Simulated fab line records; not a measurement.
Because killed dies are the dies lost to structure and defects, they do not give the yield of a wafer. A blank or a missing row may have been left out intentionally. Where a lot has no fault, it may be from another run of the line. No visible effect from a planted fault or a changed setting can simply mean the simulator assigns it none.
fab line records | flow berkeley-cmos170
[record] lots = 6 wafers = 18 last-day = 14
route steps=331 shown NLDD@159 SPACER@171 PSD@175 M3@331
lots that met no fault: taken from a fault-free run of the same line
start-h: hours from the record's opening day to when the first of the lot's shown wafers began | wait-h: hours since the lot's step before | " same as the row above | L1.1+2: a row that stands for several wafers | - either no value or no given start | * or withheld: withheld | < > ~ a bound
route shown NAME@n: names a module that has steps shown in the file, with the first one's number in the route | usual: mean and standard deviation over wafers with no fault | same: alike in all rows | chamber/n: place in a boat | sites: readings site by site | _std_site: standard deviation of those values | _edge_site: outer sites' mean less inner sites' | radius-mm: how far each site lies from the wafer's centre | mask NAME#n: copy n | behind: the most recent tool/chamber to have shaped the wafer | hold: cause of the lot's hold/its duration in hours/its outcome | device: the transistor (n, p or np) that didn't switch | end of line: at the end of the route, the tests of the same wafers | a step without rows: its recipe alone | killed: the dies lost at the first sort to structure and to defects; this is not the yield of the wafer | map: the dies of a wafer, with x for killed, . for not killed, _ for no die there
set.NAME: setting as actually run; set.NAME@STEP: the setting as run at that earlier step | model.NAME: the simulator's own value behind a step, which no gauge read
lots at selected steps of the route; one table per step, one row per wafer
services: the hour from which a tool's chamber was out of use, counted from the record's first day as start-h (under 0 if before that day), plus the number of hours and why
[[steps]]
[step UCB170_NLDD_COAT_01]
[recipe] resist = KrF spin-rpm = 1500 resist-thk-nm = 900
[step UCB170_NLDD_SOFTBAKE_02]
[recipe] resist = KrF temp-c = 130 time-s = 60
[step UCB170_NLDD_EXPOSE_03]
[recipe] mask-id = NSELECT na = 0.5 sigma-outer = 0.6 source-shape = conventional target-cd-nm = 1200 dose-mj = 30
[step UCB170_NLDD_PEB_04]
[recipe] peb-temp-c = 130 peb-time-s = withheld resist = KrF
[step UCB170_NLDD_DEVELOP_05]
[recipe] developer = TMAH develop-time-s = 45 resist = KrF dev-temp-c = 21
[step UCB170_NLDD_CD_MEAS_06]
[recipe] target-cd-nm = 1200
[usual] cd-nm = 1200.4/1.6
// columns lot.wafer tool chamber start-h wait-h cd-nm
L241.1 cd-sem-02 - 216.12 - 1201.5
L241.4 " - " " 1202.0
L241.6 " - " " 1201.1
L244.3 cd-sem-01 - 216.98 - 1199.6
L244.5 " - " " 1200.2
L244.6 " - " " 1201.3
L247.2 cd-sem-01 - 252.67 - 1200.2
L247.3 " - " " 1200.1
L247.5 " - " " 1201.5
L246.2 cd-sem-02 - 253.18 - 1197.5
L246.4 " - " " 1199.2
L246.5 " - " " 1197.9
L253.1 cd-sem-02 - 282.93 - 1199.4
L253.3 " - " " 1199.2
L253.4 " - " " 1199.3
L255.3 cd-sem-01 - 294.09 - 1200.7
L255.4 " - " " 1200.0
L255.5 " - " " 1200.9
[step UCB170_NLDD_OVL_MEAS_07]
[usual] NLDD_OVL = 0/5
// columns lot.wafer tool chamber start-h wait-h NLDD_OVL[nm]
L241.1 overlay-01 - 216.24 0.1 4
L241.4 " - " " 0
L241.6 " - " " -3
L244.3 overlay-01 - 217.08 0.1 3
L244.5 " - " " 6
L244.6 " - " " -6
L247.2 overlay-01 - 252.78 0.1 -2
L247.3 " - " " 0
L247.5 " - " " -2
L246.2 overlay-02 - 253.29 0.1 0
L246.4 " - " " 0
L246.5 " - " " 4
L253.1 overlay-02 - 283.05 0.1 7
L253.3 " - " " -1
L253.4 " - " " 3
L255.3 overlay-01 - 294.18 0.1 15
L255.4 " - " " 10
L255.5 " - " " 11
[step UCB170_NLDD_IMPLANT_08]
[recipe] species = As dose-cm2 = 5e+13 energy-kev = 29.84 tilt-deg = 7 rotation-deg = 0
[step UCB170_NLDD_IMPLANT_09]
[recipe] species = As dose-cm2 = 5e+13 energy-kev = 30 tilt-deg = 7 rotation-deg = 180
[step UCB170_NLDD_STRIP_10]
[recipe] chemistry = O2 power-w = 400 pressure-mtorr = 3500 platen-temp-c = withheld o2-flow-sccm = 400 overash-fraction = 0.5
[usual] drypump-motor-current-A = 5.6/0.32 oes-product-au = 0.735/0.0044 strip-time-to-endpoint-s = 21.60/0.058
// columns lot.wafer tool chamber start-h wait-h drypump-motor-current-A oes-product-au rf-hours-counter-h strip-time-to-endpoint-s
L241.1 plasma-asher-03 0 216.57 0.1 6.1 0.732 51 21.61
L241.4 " 1 " " 5.4 0.737 - 21.56
L241.6 " 1 " " 5.5 0.738 - 21.63
L244.3 plasma-asher-01 1 217.43 0.1 5.9 0.733 - 21.63
L244.5 " 0 " " 5.8 0.737 - 21.67
L244.6 " 1 " " 5.9 0.729 - 21.66
L247.2 plasma-asher-04 0 253.11 0.1 5.7 0.735 51 21.71
L247.3 " 1 " " 5.1 0.733 - 21.61
L247.5 " 1 " " 5.1 0.739 - 21.64
L246.2 plasma-asher-04 1 253.62 0.1 5.1 0.736 51 21.71
L246.4 " 0 " " 5.6 0.732 - 21.70
L246.5 " 1 " " 5.1 0.733 - 21.67
L253.1 plasma-asher-01 0 283.39 0.1 5.8 0.740 16 21.59
L253.3 " 0 " " 5.8 0.730 - 21.53
L253.4 " 1 " " 5.9 0.733 - 21.50
L255.3 plasma-asher-01 0 294.54 0.1 5.9 0.732 - 21.62
L255.4 " 1 " " 5.9 0.735 - 21.63
L255.5 " 0 " " 5.8 0.740 - 21.57
[step UCB170_NLDD_TW_MEAS_11]
[usual] NLDD_TW = 2228/30
// columns lot.wafer tool chamber start-h wait-h NLDD_TW
L241.1 film-metro-03 - 216.67 0.1 2259
L241.4 " - " " 2245
L241.6 " - " " 2237
L244.3 film-metro-03 - 217.52 0.1 2250
L244.5 " - " " 2243
L244.6 " - " " 2247
L247.2 film-metro-03 - 253.22 0.1 2226
L247.3 " - " " 2223
L247.5 " - " " 2225
L246.2 film-metro-03 - 253.73 0.1 2220
L246.4 " - " " 2226
L246.5 " - " " 2235
L253.1 film-metro-03 - 283.49 0.1 2243
L253.3 " - " " 2239
L253.4 " - " " 2258
L255.3 film-metro-01 - 294.63 0.1 2245
L255.4 " - " " 2262
L255.5 " - " " 2249
[step UCB170_NLDD_CLEAN_12]
[recipe] chemistry = SPM temp-c = 120 time-s = 600
[step UCB170_SPACER_CVD_00]
[recipe] material = SiO2 target-thk-nm = 376 temp-c = 390 precursor = TEOS/O2 time-s = 47 rf-w = 550 pressure-mtorr = 9000
[usual] heater-power-w = 285/36 rf-fwd-power-W = 544.5/2.2
// columns lot.wafer tool chamber start-h wait-h heater-power-w rf-fwd-power-W model.SiO2_of_SPACER_CVD_00.thk-nm
L241.1 pecvd-02 0 216.91 0.0 320 547.1 368.8
L241.4 " 2 " " 292 547.9 379.3
L241.6 " 0 " " 328 545.6 379.3
L244.3 pecvd-02 0 217.75 0.0 288 547.9 377.3
L244.5 " 2 " " 330 545.9 379.7
L244.6 " 1 " " 295 547.2 380.8
L247.2 pecvd-02 2 253.44 0.0 318 547.4 350.9
L247.3 " 0 " " 330 545.3 369.3
L247.5 " 0 " " 331 547.0 375.6
L246.2 pecvd-02 1 254.10 0.0 260 545.6 371.7
L246.4 " 1 " " 266 546.7 377.7
L246.5 " 2 " " 326 543.8 349.7
L253.1 pecvd-03 1 283.74 0.0 243 542.1 370.9
L253.3 " 0 " " 268 543.0 375.6
L253.4 " 0 " " 291 541.9 377.1
L255.3 pecvd-03 1 294.84 0.0 265 543.3 372.7
L255.4 " 1 " " 274 542.3 381.3
L255.5 " 0 " " 260 541.2 379
[step UCB170_SPACER_THK_MEAS_01]
[recipe] reads = SiO2_of_SPACER_CVD_00
[usual] SPACER_TEOS_THK = 377/4.4
// columns lot.wafer tool chamber start-h wait-h SPACER_TEOS_THK[nm]
L241.1 film-metro-04 - 216.95 0.0 369
L241.4 " - " " 379
L241.6 " - " " 379
L244.3 film-metro-04 - 217.81 0.0 377
L244.5 " - " " 380
L244.6 " - " " 381
L247.2 film-metro-04 - 253.49 0.0 351
L247.3 " - " " 369
L247.5 " - " " 376
L246.2 film-metro-03 - 254.15 0.0 372
L246.4 " - " " 378
L246.5 " - " " 350
L253.1 film-metro-04 - 283.78 0.0 371
L253.3 " - " " 375
L253.4 " - " " 377
L255.3 film-metro-04 - 294.90 0.0 373
L255.4 " - " " 381
L255.5 " - " " 379
[step UCB170_SPACER_ANNEAL_02]
[recipe] temp-c = 900 time-s = 1800 ambient = N2
[step UCB170_SPACER_ETCHBACK_03]
[recipe] stop-on = Si target = SiO2 chemistry = CHF3/CF4/Ar CHF3_flow_sccm = 50 cf4-flow-sccm = 10 Ar_flow_sccm = 120 pressure-mtorr = 200 rf-w = 500 target-depth-a = 3760 time-s = 100
[usual] drypump-motor-current-A = 5.6/0.4 oes-product-au = 0.895/0.017 rf-fwd-power-W = 497.1/1.8 throttle-valve-pct = 6.51/0.1
// columns lot.wafer tool chamber start-h wait-h drypump-motor-current-A oes-product-au rf-fwd-power-W rf-hours-counter-h throttle-valve-pct model.etch.depth-nm
L241.1 rie-diel-01 1 228.96 0.0 5.1 0.887 494.6 27 6.45 368.8
L241.4 " 2 " " 6.0 0.890 496.8 0 6.65 379.3
L241.6 " 0 " " 5.4 0.876 502.2 - 6.51 379.3
L244.3 rie-diel-01 1 229.04 0.1 5.1 0.908 497.2 27 6.43 377.3
L244.5 " 0 " " 5.4 0.887 495.3 - 6.52 379.7
L244.6 " 1 " " 5.1 0.914 494.5 - 6.46 380.8
L246.2 rie-diel-03 1 257.49 0.0 5.7 0.889 498.1 15 6.56 371.7
L246.4 " 0 " " 6.2 0.891 496.7 50 6.37 377.7
L246.5 " 2 " " 5.3 0.864 495.2 - 6.45 349.7
L247.2 rie-diel-02 0 257.49 0.0 5.9 0.878 496.2 34 6.57 350.9
L247.3 " 1 " " 5.6 0.868 497.8 25 6.42 369.3
L247.5 " 1 " " 5.6 0.888 497.6 - 6.41 375.6
L253.1 rie-diel-02 0 289.74 0.0 5.9 0.918 496.1 35 6.58 370.9
L253.3 " 2 " " 5.6 0.871 498.8 38 6.61 375.6
L253.4 " 3 " " 5.1 0.919 495.3 42 6.58 377.1
L255.3 rie-diel-01 0 300.85 0.0 5.4 0.875 494.7 94 6.55 372.7
L255.4 " 1 " " 5.1 0.918 498.3 31 6.46 381.3
L255.5 " 3 " " 6.2 0.884 497.1 - 6.35 379
[step UCB170_PSD_HMDS_00]
[recipe] prime-time-s = 60 prime-temp-c = 100
[step UCB170_M3_PROBE_99]
// columns lot.wafer tool chamber start-h wait-h model.etest.pldd.line-ohm-um model.etest.pmos_0p35.r-on-ohm-um model.etest.pldd.rs-ohm-sq model.etest.nmos_0p35.r-on-ohm-um model.etest.pplus-sal.width-nm model.etest.nplus-sal.width-nm model.etest.field-n-metal.vt-v model.etest.pplus-sal.line-ohm-um
L241.1 prober-02 - 254.16 0.1 1801 4706 1126 1448 724.5 725.5 52.35 5.158
L241.4 prober-02 - 254.31 0.2 1804 4778 1150 1493 692.8 691.9 52.97 5.313
L241.6 prober-02 - 254.41 0.2 1836 4833 1132 1512 708.6 706.5 53.56 5.198
L244.3 prober-02 - 256.20 0.2 1750 4540 1112 1437 726 725.7 53.36 5.172
L244.5 prober-02 - 256.30 0.2 1774 4609 1110 1459 711.9 705.8 54.03 5.205
L244.6 prober-02 - 256.35 0.2 1786 4658 1125 1470 712.8 715.2 53.44 5.188
L247.2 prober-01 - 283.43 0.1 1332 4225 837.5 1411 765 759.7 52.51 4.809
L247.3 prober-01 - 283.48 0.2 1730 4546 1108 1428 734 730.9 53.24 5.077
L247.5 prober-01 - 283.58 0.2 1771 4636 1122 1445 719.1 717.3 53.74 5.182
L246.2 prober-01 - 286.02 0.1 1758 4649 1128 1456 742.3 737.7 53.22 4.957
L246.4 prober-01 - 286.12 0.2 1747 4586 1112 1465 726.5 732.2 53.73 4.991
L246.5 prober-01 - 286.17 0.2 1647 4506 1032 1421 764.8 770.1 51.91 4.775
L253.1 prober-02 - 320.60 0.1 1726 4660 1108 1456 740.5 743.8 52.11 4.971
L253.3 prober-02 - 320.70 0.2 1747 4738 1112 1485 732.1 729.8 52.7 5.02
L253.4 prober-02 - 320.75 0.2 1794 4722 1104 1487 732.6 733.8 52.84 5.032
L255.3 prober-02 - 331.07 0.2 1766 4601 1095 1441 732.8 728.6 53.3 5.03
L255.4 prober-02 - 331.12 0.2 1780 4647 1104 1470 718.5 717.8 53.72 5.019
L255.5 prober-02 - 331.17 0.2 1784 4612 1098 1452 715.6 714.2 53.71 5.131
// killed by level:class
L241.1 M3:geometric-particle:short=2 FIELD:geometric-particle:short=1
L241.4 ACTIVE:area-etch=2 SACOX:geometric-particle:short=1 SACOX:geometric-particle:open=1 CONTACT:geometric-particle:short=1 V1:geometric-particle:short=1
L241.6 SACOX:geometric-particle:short=1 GATE:geometric-particle:open=1 SILICIDE:geometric-particle:short=1
L244.3 NWELL:geometric-particle:open=1 GATE:geometric-particle:short=1 GATE:geometric-particle:open=1 SPACER:geometric-particle:open=1
L244.5 FIELD:geometric-particle:short=1 SCREENOX:geometric-particle:open=1 GATE:geometric-particle:short=1 GATE:geometric-particle:open=1 M2:geometric-particle:short=1
L244.6 SPACER:geometric-particle:short=1
L247.2 SPACER:geometric-particle:open=2 FIELD:geometric-particle:open=1 GATE:geometric-particle:short=1 GATE:geometric-particle:open=1
L247.3 START:geometric-particle:open=1 SCREENOX:geometric-particle:short=1 CONTACT:geometric-particle:open=1 V2:geometric-particle:short=1
L247.5 CONTACT:geometric-particle:open=1 V2:geometric-particle:short=1
L253.1 SPACER:geometric-particle:short=1 V1:geometric-particle:open=1 V2:geometric-particle:open=1
L253.4 WELLDRIVE:geometric-particle:open=1 SACOX:geometric-particle:open=1 GATE:geometric-particle:short=1 V2:geometric-particle:short=1
L255.3 FIELD:geometric-particle:open=1 V1:geometric-particle:short=1 M2:geometric-particle:open=1
L255.4 SILICIDE:geometric-particle:open=1
L255.5 GATE:geometric-particle:open=2 M1:geometric-particle:short=2 V1:geometric-particle:short=1
[[services]]
// columns tool chamber start-h hours kind
rie-diel-01 2 209.79 - clean
rie-diel-01 2 209.79 11.9 scheduled-down
rie-diel-01 2 209.79 11.9 vent-cycle
rie-diel-02 0 210.60 11.8 repair
rie-diel-03 0 221.06 7.9 repair
plasma-asher-04 - 223.59 4.0 repair
rie-diel-02 0 226.19 1.2 repair
pecvd-02 - 227.52 1.3 repair
rie-diel-02 - 231.91 0.7 repair
rie-diel-02 1 235.57 8.8 repair
rie-diel-01 3 278.20 22.2 repair
pecvd-03 - 282.41 1.1 repair
plasma-asher-04 - 296.41 9.4 repair
[[key]]
[first-sign] step = UCB170_SPACER_THK_MEAS_01 reading = SPACER_TEOS_THK direction = down sigmas = 6 usual = 377 struck = 350
effect none on later readings
[model-effect] step = UCB170_SPACER_CVD_00 value = SiO2_of_SPACER_CVD_00.thk-nm without = 372.9 struck = 350.3
[model-effect] step = UCB170_SPACER_ETCHBACK_03 value = etch.depth-nm without = 372.9 struck = 350.3
[model-effect] step = UCB170_M3_PROBE_99 value = etest.pldd.line-ohm-um without = 1779 struck = 1489
met-at UCB170_SPACER_CVD_00
struck-wafers L246.5,L247.2
sort-left-out L246.5
tester-left-out L246,L247
onset-between 217.75 253.44
[fault] kind = process-parameter-drift tool = pecvd-02 chamber = 2 onset-h = 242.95 steps = UCB170_SPACER_CVD_00 channel = target-thk-nm offset = -22.56 shape = step end-h = 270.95 acts-in = these-recipes-only stated = 376
// tester-left-out: of these lots the tester's yield and bins aren't shown, on N5 and GAA mostly nor the transistor test; their killed dies are dies lost to structure and defects alone, not to doping, threshold or leakage, so they don't give the yield
// sort-left-out: the simulated sort isn't trusted on such a fault, so these wafers' sort isn't shown, and their yield isn't known
